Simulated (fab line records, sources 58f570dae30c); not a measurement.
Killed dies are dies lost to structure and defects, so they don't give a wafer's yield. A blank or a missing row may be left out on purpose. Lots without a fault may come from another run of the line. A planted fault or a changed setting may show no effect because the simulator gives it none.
Which tool did it? | flow berkeley_cmos170 | 15 lots, 45 wafers sampled, at 1 step of a route of 331

WHAT THE GAUGES READ, wafer by wafer
The record holds no reading of a measuring or inspecting step that can be judged against a usual standard deviation.

WHICH TOOL RAN EACH LOT (tool, then ch and the chambers of the sampled wafers, then the start)
lot  | UCB170_PFIELD_PEB_04
L897 | litho_track-01 ch 0, day 4 00:35
L898 | litho_track-03 ch 0, day 4 11:31
L900 | litho_track-03 ch 0, day 4 20:14
L901 | litho_track-01 ch 0, day 5 02:59
L902 | litho_track-01 ch 0, day 5 07:09
L907 | litho_track-01, day 6 15:44
L908 | litho_track-04, day 6 16:26
L909 | litho_track-04, day 6 23:41
L913 | litho_track-03 ch 0, day 7 04:41
L912 | litho_track-04 ch 0, day 7 14:13
L915 | litho_track-01 ch 0, day 8 04:13
L917 | litho_track-04 ch 0, day 8 08:43
L916 | litho_track-01 ch 0, day 8 08:50
L918 | litho_track-01 ch 0, day 8 09:08
L920 | litho_track-03 ch 0, day 8 23:40
- UCB170_PFIELD_PEB_04

WHAT THE TOOLS THEMSELVES READ (means of the sampled wafers that have a number; where no wafer has one, the mark that the record gives instead)
UCB170_PFIELD_PEB_04.
lot  | tool           | chill_plate_temp_C (C) | exhaust_pa (Pa)
L897 | litho_track-01 | 22.99                  | 43.9
L898 | litho_track-03 | 23.05                  | 45.3
L900 | litho_track-03 | 23.10                  | 45.3
L901 | litho_track-01 | 23.02                  | 45.4
L902 | litho_track-01 | 23.08                  | 44.5
L907 | litho_track-01 | -                      | -
L908 | litho_track-04 | -                      | -
L909 | litho_track-04 | -                      | -
L913 | litho_track-03 | 23.06                  | 45.6
L912 | litho_track-04 | 22.94                  | 44.7
L915 | litho_track-01 | 22.90                  | 45.0
L917 | litho_track-04 | 23.06                  | 44.0
L916 | litho_track-01 | 22.88                  | 45.4
L918 | litho_track-01 | 23.00                  | 45.1
L920 | litho_track-03 | 23.16                  | 45.5

THE ANSWER, worked out from the rows above alone
Rule: what is usual is taken from the lots themselves. Put in order of their means at a reading, lots are off if they are a third of the lots or fewer, leave a main group of 4 or more, and stand apart from it by a gap of 3 or more times the standard deviation of the main group's means; of several such gaps the widest counts. A main group whose means are all the same, to the digits that the tables above print for the reading, isn't used. A lot without any number at a reading at which 4 lots or more have one is off too. The other lots that the step has rows for count as sound. The gauges are gone through in route order, then the tools' own readings, and for those a lot's mean is taken as printed above. The first step at which some lot is off is used, and at that step the reading that is off furthest; a lot without a number counts as furthest.
Off: L907, L908, L909, at UCB170_PFIELD_PEB_04 (chill_plate_temp_C). Without a number there: L907, L908, L909. The main group: mean 23.02 C, standard deviation 0.079.
A tool fits if, at that step or a process step before it, it ran every lot that is off, and no sound lot after the first of them. None of those tried fits.

WHAT THE SIMULATOR HAD PUT IN
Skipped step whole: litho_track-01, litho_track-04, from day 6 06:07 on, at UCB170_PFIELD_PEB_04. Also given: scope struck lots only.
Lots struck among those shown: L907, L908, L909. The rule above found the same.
